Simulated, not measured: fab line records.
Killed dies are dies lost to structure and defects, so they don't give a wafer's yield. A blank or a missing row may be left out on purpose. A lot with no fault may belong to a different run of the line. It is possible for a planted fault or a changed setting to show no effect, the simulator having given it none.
fab line records    flow berkeleyCmos170
[record] lots = 14  wafers = 42  lastDay = 12
route steps=331 shown SCREENOX@102 NLDD@159 NSD@193
lots untouched by any fault: they come from a run of this same line in which no faults occurred
startH: hours from the record's opening day to when the first of the lot's shown wafers began    waitH: hours elapsed since this lot's preceding step    " repeats the value in the row above    L1.1+2: one row covering several wafers at once    - no value present, or no start provided    * or withheld: withheld    < > ~ a bound
route shown NAME@n: names a module that has steps shown in the file, with the first one's number in the route    usual: the fault-free wafers' mean and standard deviation    same: alike in all rows    chamber/n: place in a boat    sites: each site's reading    _std_site: how widely they spread, as a standard deviation    _edge_site: mean of outer sites minus mean of inner sites    radiusMm: how far each site lies from the wafer's centre    mask NAME#n: copy n    behind: the tool/chamber that last shaped the wafer    hold: the reason the lot was held/the length of the hold in hours/how it ended    device: the n, p or np transistor that did not switch    end of line: at the end of the route, the tests of the same wafers    a step with no rows: only its recipe    killed: count of dies lost to structure and defects at first sort (not the wafer's yield)    map: shows each die of a wafer: x if killed, . if not, _ if none is there
set.NAME: setting as actually run; set.NAME@STEP: the setting as run at that earlier step    model.NAME: the simulator's own value behind a step, which no gauge read
route steps across a sampled set of lots; one table per step, one row per wafer
services: from which hour (startH, from the record's first day; less than 0 if before it) a tool's chamber was out of use, for how many hours, and why
[[steps]]
[step UCB170_SCREENOX_THK_MEAS_02]
[recipe] reads = SiO2_of_SCREENOX_OXIDATION_01
[usual] SCREENOX_OXIDE_THK = 14.45/0.21
lot.wafer  tool          chamber  startH  waitH  SCREENOX_OXIDE_THK[nm]
L104.1     filmMetro-03  -        113.80  0.0    13.93
L104.3     "             -        "       "      14.01
L104.5     "             -        "       "      14.03
L105.2     filmMetro-03  -        125.40  0.0    14.26
L105.4     "             -        "       "      14.43
L105.6     "             -        "       "      14.28
L106.3     filmMetro-04  -        125.41  0.0    14.79
L106.4     "             -        "       "      14.84
L106.6     "             -        "       "      14.83
L108.1     filmMetro-03  -        148.47  0.0    14.84
L108.4     "             -        "       "      14.55
L108.6     "             -        "       "      14.52
L109.2     filmMetro-02  -        148.48  0.0    14.52
L109.4     "             -        "       "      14.26
L109.5     "             -        "       "      14.22
L111.1     filmMetro-02  -        155.89  0.0    14.39
L111.3     "             -        "       "      14.33
L111.6     "             -        "       "      14.39
L114.1     filmMetro-04  -        155.95  0.1    14.26
L114.4     "             -        "       "      14.25
L114.6     "             -        "       "      14.32
L116.1     filmMetro-04  -        178.13  0.1    14.46
L116.4     "             -        "       "      14.58
L116.5     "             -        "       "      14.57
L115.3     filmMetro-03  -        178.15  0.1    14.56
L115.4     "             -        "       "      14.50
L115.6     "             -        "       "      14.24
L120.3     filmMetro-02  -        178.15  0.1    14.82
L120.5     "             -        "       "      14.80
L120.6     "             -        "       "      14.77
L122.1     filmMetro-03  -        200.69  0.0    14.76
L122.2     "             -        "       "      14.51
L122.5     "             -        "       "      14.40
L123.1     filmMetro-04  -        200.69  0.0    14.43
L123.2     "             -        "       "      14.60
L123.3     "             -        "       "      14.59
L126.1     filmMetro-03  -        214.36  0.0    14.41
L126.3     "             -        "       "      14.28
L126.5     "             -        "       "      14.28
L127.1     filmMetro-03  -        221.91  0.1    14.39
L127.3     "             -        "       "      14.25
L127.5     "             -        "       "      14.14
[step UCB170_NLDD_COAT_01]
[recipe] resist = KrF  spinRpm = 1500  resistThkNm = 900
lot.wafer   tool           chamber  startH  waitH
L104.1+3+5  lithoTrack-04  0        140.94  0.1
L106.3+4+6  lithoTrack-03  0        149.37  0.1
L105.2+4+6  lithoTrack-04  0        149.78  0.1
L109.2+4+5  lithoTrack-04  0        169.19  0.1
L108.1+4+6  lithoTrack-04  0        169.62  0.1
L114.1+4+6  lithoTrack-01  0        180.21  0.1
L111.1+3+6  lithoTrack-03  0        181.05  0.1
L120.3+5+6  lithoTrack-04  0        205.54  0.1
L115.3+4+6  lithoTrack-04  0        208.16  0.1
L116.1+4+5  lithoTrack-04  0        208.56  0.1
L122.1+2+5  lithoTrack-04  0        230.03  0.1
L123.1+2+3  lithoTrack-03  0        230.30  0.1
L126.1+3+5  lithoTrack-01  0        243.11  0.1
L127.1+3+5  lithoTrack-01  0        249.76  0.1
[step UCB170_NLDD_CD_MEAS_06]
[recipe] targetCdNm = 1200
[usual] cdNm = 1200.0/1.5
lot.wafer  tool      chamber  startH  waitH  cdNm
L104.1     cdSem-02  -        141.99  -      1200.3
L104.3     "         -        "       "      1201.6
L104.5     "         -        "       "      1200.8
L106.3     cdSem-02  -        150.37  -      1197.7
L106.4     "         -        "       "      1200.3
L106.6     "         -        "       "      1199.3
L105.2     cdSem-01  -        151.09  -      1198.6
L105.4     "         -        "       "      1197.0
L105.6     "         -        "       "      1198.2
L109.2     cdSem-01  -        170.17  -      1199.6
L109.4     "         -        "       "      1199.3
L109.5     "         -        "       "      1199.6
L108.1     cdSem-02  -        170.31  -      1200.6
L108.4     "         -        "       "      1200.4
L108.6     "         -        "       "      1200.0
L114.1     cdSem-01  -        181.16  -      1201.4
L114.4     "         -        "       "      1200.1
L114.6     "         -        "       "      1201.0
L111.1     cdSem-02  -        181.89  -      1201.9
L111.3     "         -        "       "      1200.4
L111.6     "         -        "       "      1201.9
L120.3     cdSem-01  -        207.05  -      1198.8
L120.5     "         -        "       "      1199.4
L120.6     "         -        "       "      1198.9
L115.3     cdSem-01  -        209.63  -      1202.2
L115.4     "         -        "       "      1200.7
L115.6     "         -        "       "      1199.8
L116.1     cdSem-01  -        209.99  -      1199.9
L116.4     "         -        "       "      1201.4
L116.5     "         -        "       "      1200.0
L122.1     cdSem-02  -        230.82  -      1202.4
L122.2     "         -        "       "      1203.1
L122.5     "         -        "       "      1203.1
L123.1     cdSem-02  -        231.12  -      1198.9
L123.2     "         -        "       "      1197.0
L123.3     "         -        "       "      1198.9
L126.1     cdSem-02  -        244.51  -      1201.4
L126.3     "         -        "       "      1201.9
L126.5     "         -        "       "      1202.1
L127.1     cdSem-02  -        250.82  -      1199.5
L127.3     "         -        "       "      1199.4
L127.5     "         -        "       "      1198.1
[step UCB170_NLDD_STRIP_10]
[recipe] chemistry = O2  powerW = 400  pressureMtorr = 3500  platenTempC = withheld  o2FlowSccm = 400  overashFraction = 0.5
[usual] drypumpMotorCurrentA = 5.9/0.45  oesProductAu = 0.735/0.0047  stripTimeToEndpointS = 21.64/0.06
lot.wafer  tool            chamber  startH  waitH  drypumpMotorCurrentA  oesProductAu  rfHoursCounterH  stripTimeToEndpointS
L104.1     plasmaAsher-01  0        142.45  0.1    5.6                   0.727         42               21.64
L104.3     "               1        "       "      5.8                   0.735         -                21.59
L104.5     "               0        "       "      5.6                   0.733         -                21.66
L106.3     plasmaAsher-01  0        150.82  0.1    5.5                   0.735         -                21.58
L106.4     "               1        "       "      5.9                   0.735         -                21.50
L106.6     "               1        "       "      5.9                   0.729         -                21.53
L105.2     plasmaAsher-01  0        151.52  0.1    5.6                   0.739         43               21.66
L105.4     "               0        "       "      5.5                   0.735         -                21.73
L105.6     "               0        "       "      5.6                   0.729         -                21.70
L109.2     plasmaAsher-01  0        170.60  0.1    5.6                   0.738         46               21.68
L109.4     "               1        "       "      5.9                   0.744         -                21.67
L109.5     "               1        "       "      5.9                   0.734         -                21.66
L108.1     plasmaAsher-03  0        170.76  0.1    6.6                   0.728         43               21.70
L108.4     "               0        "       "      6.6                   0.737         -                21.70
L108.6     "               1        "       "      5.9                   0.742         -                21.69
L114.1     plasmaAsher-03  0        181.62  0.1    6.6                   0.737         44               21.65
L114.4     "               0        "       "      6.6                   0.726         -                21.56
L114.6     "               0        "       "      6.6                   0.735         -                21.66
L111.1     plasmaAsher-01  1        182.34  0.1    5.9                   0.731         47               21.65
L111.3     "               0        "       "      5.6                   0.733         -                21.64
L111.6     "               0        "       "      5.5                   0.730         -                21.64
L120.3     plasmaAsher-03  0        207.50  0.1    6.6                   0.728         -                21.65
L120.5     "               0        "       "      6.6                   0.747         -                21.62
L120.6     "               1        "       "      6.0                   0.733         -                21.66
L115.3     plasmaAsher-02  1        210.08  0.1    5.0                   0.738         -                21.63
L115.4     "               0        "       "      6.2                   0.734         -                21.63
L115.6     "               1        "       "      5.0                   0.740         -                21.60
L116.1     plasmaAsher-03  0        210.45  0.1    6.6                   0.732         47               20.54
L116.4     "               0        "       "      6.6                   0.734         -                20.47
L116.5     "               0        "       "      6.6                   0.731         -                20.55
L122.1     plasmaAsher-03  0        231.28  0.1    6.6                   0.736         50               20.59
L122.2     "               1        "       "      5.9                   0.728         50               20.55
L122.5     "               0        "       "      6.6                   0.738         -                20.60
L123.1     plasmaAsher-02  1        231.58  0.1    5.0                   0.744         13               21.65
L123.2     "               0        "       "      6.3                   0.725         13               21.71
L123.3     "               1        "       "      5.0                   0.743         -                21.68
L126.1     plasmaAsher-01  0        244.97  0.1    5.5                   0.733         54               21.66
L126.3     "               1        "       "      5.9                   0.731         -                21.58
L126.5     "               0        "       "      5.5                   0.736         -                21.72
L127.1     plasmaAsher-01  0        251.28  0.1    5.6                   0.735         56               21.60
L127.3     "               0        "       "      5.5                   0.740         -                21.61
L127.5     "               1        "       "      5.9                   0.744         -                21.59
[step UCB170_NSD_CD_MEAS_06]
[recipe] targetCdNm = 1200
[usual] cdNm = 1199.9/1.2
lot.wafer  tool      chamber  startH  waitH  cdNm
L104.1     cdSem-01  -        151.19  -      1201.1
L104.3     "         -        "       "      1199.7
L104.5     "         -        "       "      1199.8
L106.3     cdSem-02  -        160.14  -      1199.7
L106.4     "         -        "       "      1198.8
L106.6     "         -        "       "      1199.2
L105.2     cdSem-01  -        160.22  -      1197.8
L105.4     "         -        "       "      1198.2
L105.6     "         -        "       "      1197.9
L109.2     cdSem-01  -        180.08  -      1200.0
L109.4     "         -        "       "      1199.1
L109.5     "         -        "       "      1199.1
L108.1     cdSem-02  -        180.45  -      1202.1
L108.4     "         -        "       "      1200.9
L108.6     "         -        "       "      1201.2
L114.1     cdSem-01  -        190.72  -      1199.9
L114.4     "         -        "       "      1199.3
L114.6     "         -        "       "      1200.0
L111.1     cdSem-02  -        191.23  -      1199.1
L111.3     "         -        "       "      1200.3
L111.6     "         -        "       "      1199.2
L120.3     cdSem-01  -        218.39  -      1199.9
L120.5     "         -        "       "      1200.0
L120.6     "         -        "       "      1200.2
L116.1     cdSem-02  -        218.48  -      1198.7
L116.4     "         -        "       "      1200.1
L116.5     "         -        "       "      1199.7
L115.3     cdSem-02  -        218.98  -      1200.0
L115.4     "         -        "       "      1199.1
L115.6     "         -        "       "      1199.6
L122.1     cdSem-02  -        241.96  -      1200.9
L122.2     "         -        "       "      1200.0
L122.5     "         -        "       "      1200.5
L123.1     cdSem-02  -        242.16  -      1201.3
L123.2     "         -        "       "      1201.6
L123.3     "         -        "       "      1203.0
L126.1     cdSem-02  -        256.05  -      1200.4
L126.3     "         -        "       "      1198.8
L126.5     "         -        "       "      1198.6
L127.1     cdSem-02  -        262.85  -      1199.7
L127.3     "         -        "       "      1201.1
L127.5     "         -        "       "      1201.2
[[services]]
tool            chamber  startH  hours  kind
plasmaAsher-02  0        117.75  -      clean
plasmaAsher-02  1        117.75  -      clean
plasmaAsher-03  -        141.58  3.5    repair
plasmaAsher-01  -        199.44  0.4    repair
plasmaAsher-01  -        213.65  0.5    repair
plasmaAsher-03  -        246.54  13.5   repair
[[key]]
[firstSign] step = UCB170_NLDD_STRIP_10  reading = stripTimeToEndpointS  direction = down  sigmas = 18  usual = *  struck = *  through = *
effect none on later readings
metAt UCB170_NLDD_COAT_01
struckLots L116,L122
sortLeftOut L122.1,L122.2,L122.5
testerLeftOut L116,L122
[loopTrim] step = UCB170_NLDD_EXPOSE_03  setting = dose  lots = L122
notActingAt UCB170_SCREENOX_THK_MEAS_02,UCB170_NLDD_CD_MEAS_06,UCB170_NSD_CD_MEAS_06
onsetBetween 208.16 208.56
alsoFits UCB170_NLDD_STRIP_10:plasmaAsher-03
[fault] kind = processParameterDrift  tool = lithoTrack-04  chamber = -  onsetH = 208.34  steps = UCB170_NLDD_COAT_01  channel = resistThkNm  offset = *  shape = step  endH = 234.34  actsIn = *  stated = *
// testerLeftOut: of these lots the tester's yield and bins aren't shown, on N5 and GAA mostly nor the transistor test; their killed dies are dies lost to structure and defects alone, not to doping, threshold or leakage, so they don't give the yield
// sortLeftOut: the simulated sort isn't trusted on such a fault, so these wafers' sort isn't shown, and their yield isn't known
// loopTrim: a control loop set the setting to another value than it would have without faults
